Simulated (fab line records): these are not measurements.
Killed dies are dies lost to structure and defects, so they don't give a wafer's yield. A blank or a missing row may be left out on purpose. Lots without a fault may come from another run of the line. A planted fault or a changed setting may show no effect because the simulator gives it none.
2 desks looking at one fault -- flow ritCmos -- numbers are kept per desk, each desk with only its own; the story behind them comes last

DESK OF THE TOOL OWNER: lpcvd-02
The tool's own readings at RIT_ACTIVE_CVD_03 (deposits Si3N4 from SiH2Cl2/NH3, target thk 150 nm, time 1500 s): means of the sampled wafers that have a number, for each lot that ran on this tool. Marked OUT: a lot whose mean sits more than 4 standard deviations from the usual mean, which makes it out of limits; the brackets give that distance.
Columns: A = spikeTcCentreC at RIT_ACTIVE_CVD_03, usual 812.5 C; B = spikeTcLoadC at RIT_ACTIVE_CVD_03, usual 832.1 C; C = spikeTcSourceC at RIT_ACTIVE_CVD_03, usual 830.3 C
lot,first seen here,A,B,C
L333,day 1 22:34,811.4,831.7,833.2
L334,day 2 03:07,811.4,831.5,834.0
L335,day 2 08:07,811.8,830.9,833.5
L336,day 2 13:26,813.7,834.0,825.9
L341,day 3 15:31,824.8 (+10) OUT,844.5 (+5.9) OUT,846.8 (+6.3) OUT
This desk finds L341 out of limits, L341 being first, at day 3 15:31 (spikeTcCentreC at RIT_ACTIVE_CVD_03). L333, L334, L335, L336: within limits.

THE METROLOGY DESK
Lot by lot, what the gauges showed, no matter which tool ran the lot: averages of those sampled wafers that carry a number. Marked OUT: a lot whose mean sits more than 4 standard deviations from the usual mean, which makes it out of limits; the brackets give that distance.
Columns: A = ACTIVE_NITRIDE_THK at RIT_ACTIVE_THK_MEAS_04, usual 151.4 nm
lot,first seen here,A
L331,day 1 14:28,148.2
L332,day 1 19:14,152.5
L333,day 1 23:58,152.2
L334,day 2 04:32,151.4
L335,day 2 09:32,151.1
L336,day 2 14:51,152.1
L340,day 3 12:31,150.7
L341,day 3 16:57,189.9 (+24) OUT
L343,day 4 03:50,149.5
L349,day 5 08:02,149.8
L351,day 5 18:28,151.2
L352,day 6 00:04,150.0
L353,day 6 03:33,150.7
Per this desk, out of limits: L341; the first was L341, day 3 16:57 (ACTIVE_NITRIDE_THK at RIT_ACTIVE_THK_MEAS_04). L331, L332, L333, L334, L335, L336, L340, L343, L349, L351, L352, L353: within limits.

ALL TOGETHER
At day 3 15:31, on L341, the tool owner's desk was in a position to raise an alarm.
Metrology desk: alarm possible at day 3 16:57 on L341.
Of the lots named, all ran RIT_ACTIVE_CVD_03 on lpcvd-02.

WHAT HAD BEEN PUT IN BY THE SIMULATOR
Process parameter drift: lpcvd-02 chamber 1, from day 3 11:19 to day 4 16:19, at RIT_ACTIVE_CVD_03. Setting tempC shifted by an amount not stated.
Lots struck among those shown: L341.
Fault start to first reading out of limits, in hours, per desk: tool owner, 4; metrology, 6.
